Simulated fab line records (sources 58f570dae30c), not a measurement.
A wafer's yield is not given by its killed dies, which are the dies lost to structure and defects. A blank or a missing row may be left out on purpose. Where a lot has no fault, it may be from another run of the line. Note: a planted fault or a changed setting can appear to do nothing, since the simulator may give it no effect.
Which tool is to blame? / flow berkeley-cmos170 / 14 lots, 42 wafers sampled, at 2 steps of a route of 331

== WHAT THE GAUGES READ, wafer by wafer ==
UCB170_NSD_CD_MEAS_06 targets a cd of 1200 nm. Usual: 1200.4 nm for cd-nm, sd 1.3.
lot=L523; measured=day 7 05:57; on=cd-sem-02; cd-nm (nm)=1202.2 1201.2 1201.3; flag=
lot=L529; measured=day 8 05:09; on=cd-sem-01; cd-nm (nm)=1198.9 1198.5 1199.4; flag=
lot=L530; measured=day 8 05:42; on=cd-sem-02; cd-nm (nm)=1199.9 1200.0 1200.1; flag=
lot=L531; measured=day 8 05:50; on=cd-sem-01; cd-nm (nm)=1202.4 1201.2 1200.4; flag=
lot=L528; measured=day 8 06:26; on=cd-sem-01; cd-nm (nm)=1200.8 1199.6 1199.7; flag=
lot=L534; measured=day 9 01:59; on=cd-sem-01; cd-nm (nm)=1200.7 1201.5 1200.9; flag=
lot=L532; measured=day 9 02:14; on=cd-sem-02; cd-nm (nm)=1199.6 1200.1 1200.2; flag=
lot=L533; measured=day 9 02:29; on=cd-sem-01; cd-nm (nm)=1199.1 1200.5 1200.2; flag=
lot=L537; measured=day 9 19:31; on=cd-sem-02; cd-nm (nm)=1200.7 1199.3 1200.5; flag=
lot=L536; measured=day 9 20:17; on=cd-sem-02; cd-nm (nm)=1199.8 1200.1 1200.5; flag=
lot=L538; measured=day 9 20:31; on=cd-sem-01; cd-nm (nm)=1175.6 1175.7 1176.0; flag=OFF
lot=L540; measured=day 10 07:40; on=cd-sem-01; cd-nm (nm)=1199.5 1199.2 1201.4; flag=
lot=L542; measured=day 10 14:21; on=cd-sem-01; cd-nm (nm)=1175.4 1174.0 1173.2; flag=OFF
lot=L546; measured=day 11 08:13; on=cd-sem-02; cd-nm (nm)=1200.5 1201.5 1201.4; flag=

== TOOL THAT RAN EACH LOT (tool first, then ch and the chambers of the sampled wafers, then the start) ==
lot=L523; UCB170_NSD_PEB_04=litho-track-03 ch 0, day 7 05:41
lot=L529; UCB170_NSD_PEB_04=litho-track-01 ch 0, day 8 04:53
lot=L530; UCB170_NSD_PEB_04=litho-track-03 ch 0, day 8 05:26
lot=L531; UCB170_NSD_PEB_04=litho-track-01 ch 0, day 8 05:34
lot=L528; UCB170_NSD_PEB_04=litho-track-04 ch 0, day 8 06:10
lot=L534; UCB170_NSD_PEB_04=litho-track-01 ch 0, day 9 01:43
lot=L532; UCB170_NSD_PEB_04=litho-track-03 ch 0, day 9 01:58
lot=L533; UCB170_NSD_PEB_04=litho-track-04 ch 0, day 9 02:13
lot=L537; UCB170_NSD_PEB_04=litho-track-01 ch 0, day 9 19:16
lot=L536; UCB170_NSD_PEB_04=litho-track-03 ch 0, day 9 20:01
lot=L538; UCB170_NSD_PEB_04=litho-track-01 ch 0, day 9 20:16
lot=L540; UCB170_NSD_PEB_04=litho-track-04 ch 0, day 10 07:24
lot=L542; UCB170_NSD_PEB_04=litho-track-01 ch 0, day 10 14:05
lot=L546; UCB170_NSD_PEB_04=litho-track-03 ch 0, day 11 07:57
- UCB170_NSD_PEB_04

== WHAT THE TOOLS THEMSELVES READ (means of the sampled wafers that have a number; where no wafer has one, the mark that the record gives instead) ==
UCB170_NSD_PEB_04. Usual: heater-power-total-W 56.80 W, standard deviation 0.044; resist-line-temp-C 22.97 C, standard deviation 0.092.
lot=L523; tool=litho-track-03; heater-power-total-W (W)=56.84; resist-line-temp-C (C)=22.90; flag=
lot=L529; tool=litho-track-01; heater-power-total-W (W)=56.79; resist-line-temp-C (C)=22.90; flag=
lot=L530; tool=litho-track-03; heater-power-total-W (W)=56.78; resist-line-temp-C (C)=22.92; flag=
lot=L531; tool=litho-track-01; heater-power-total-W (W)=56.81; resist-line-temp-C (C)=22.89; flag=
lot=L528; tool=litho-track-04; heater-power-total-W (W)=56.78; resist-line-temp-C (C)=22.99; flag=
lot=L534; tool=litho-track-01; heater-power-total-W (W)=56.80; resist-line-temp-C (C)=22.98; flag=
lot=L532; tool=litho-track-03; heater-power-total-W (W)=56.83; resist-line-temp-C (C)=22.97; flag=
lot=L533; tool=litho-track-04; heater-power-total-W (W)=56.74; resist-line-temp-C (C)=23.03; flag=
lot=L537; tool=litho-track-01; heater-power-total-W (W)=56.79; resist-line-temp-C (C)=23.01; flag=
lot=L536; tool=litho-track-03; heater-power-total-W (W)=56.78; resist-line-temp-C (C)=23.02; flag=
lot=L538; tool=litho-track-01; heater-power-total-W (W)=63.10; resist-line-temp-C (C)=22.81; flag=OFF
lot=L540; tool=litho-track-04; heater-power-total-W (W)=56.85; resist-line-temp-C (C)=22.91; flag=
lot=L542; tool=litho-track-01; heater-power-total-W (W)=63.09; resist-line-temp-C (C)=23.04; flag=OFF
lot=L546; tool=litho-track-03; heater-power-total-W (W)=56.78; resist-line-temp-C (C)=22.96; flag=

== THE ANSWER, worked out from the rows above alone ==
Rule: a lot is off if the mean of its wafers that have a number lies more than 3 standard deviations from the usual mean. A lot without any number at a reading at which 4 lots or more have one is off too. Any other lot the step has rows for is counted as sound. Order of review: gauges by route order, followed by the tools' own readings, for which a lot's mean as printed above is used. At the first step where some lot is off, the reading lying furthest off is the one used; lots without a number count as furthest.
Off at UCB170_NSD_CD_MEAS_06 (cd-nm): L538, L542.
A tool fits if, at a process step before that reading, it ran every lot that is off, and no sound lot after the first of them. The gauges at UCB170_NSD_CD_MEAS_06 aren't tried: what is off there is off at UCB170_NSD_PEB_04 too, on other tools, and a gauge's error can't cause that. One fits: litho-track-01 at UCB170_NSD_PEB_04. Its last sound lot is L537 (day 9 19:16), its first lot that is off L538 (day 9 20:16): a fault that began between those two fits.
On the lots that are off, the tool's own readings at UCB170_NSD_PEB_04 differ by more than 5 times the standard deviation of the sound lots' means, which bears it out; heater-power-total-W reads 63.09 W there versus 56.80 W on the sound lots.

== WHAT WAS PUT IN BY THE SIMULATOR ==
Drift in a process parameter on litho-track-01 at UCB170_NSD_PEB_04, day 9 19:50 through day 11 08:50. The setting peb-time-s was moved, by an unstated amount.
Struck lots among those shown: L538, L542. The same result came from the rule above.
